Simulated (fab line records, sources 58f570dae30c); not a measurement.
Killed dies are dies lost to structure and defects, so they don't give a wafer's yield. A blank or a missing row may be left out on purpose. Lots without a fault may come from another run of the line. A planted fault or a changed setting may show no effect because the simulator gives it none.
Chamber matching | flow berkeley_cmos170 | UCB170_V2_CVD_00 on pecvd-02: 3 sister chambers
The step deposits SiO2 from TEOS/O2, target thk 2000 nm, time 250 s. 3 wafers are shown with their chamber, then 9 later ones without.

WAFERS WITH THEIR CHAMBER
wafer  | chamber | heater_power_w (W)
L090.2 | 2       | 331
L090.3 | 1       | 280
L090.4 | 0       | 205

WAFERS WITHOUT THEIR CHAMBER
wafer  | heater_power_w (W)
L093.1 | 302
L093.3 | 257
L093.4 | 329
L094.1 | 258
L094.2 | 264
L094.3 | 302
L094.4 | 206
L094.5 | 239
L094.6 | 348

WHICH CHAMBER EACH WENT THROUGH
wafer  | from the rows above     | in truth
L093.1 | can't be placed: 1 or 2 | 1
L093.3 | can't be placed: 1 or 0 | 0
L093.4 | 2                       | 2
L094.1 | can't be placed: 1 or 0 | 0
L094.2 | 1                       | 1
L094.3 | can't be placed: 1 or 2 | 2
L094.4 | 0                       | 0
L094.5 | can't be placed: 0 or 1 | 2
L094.6 | 2                       | 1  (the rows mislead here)
Placed correctly: 3 of 9. Can't be placed from these rows: 5 (the true chamber is among the candidates in 4). Placed wrongly: 1.
How it was worked out, from the rows above alone: a wafer's distance from a chamber is the root of the sum, over the readings, of the square of ((its reading less the chamber's mean) divided by the reading's scatter). The wafer belongs to the nearest chamber; if the next one is less than 2 further off, it can't be placed. A chamber's mean is the mean of its shown wafers. The scatter: with one shown wafer a chamber, the root of the mean of the squares of how far each hidden wafer lies from its nearest shown one.
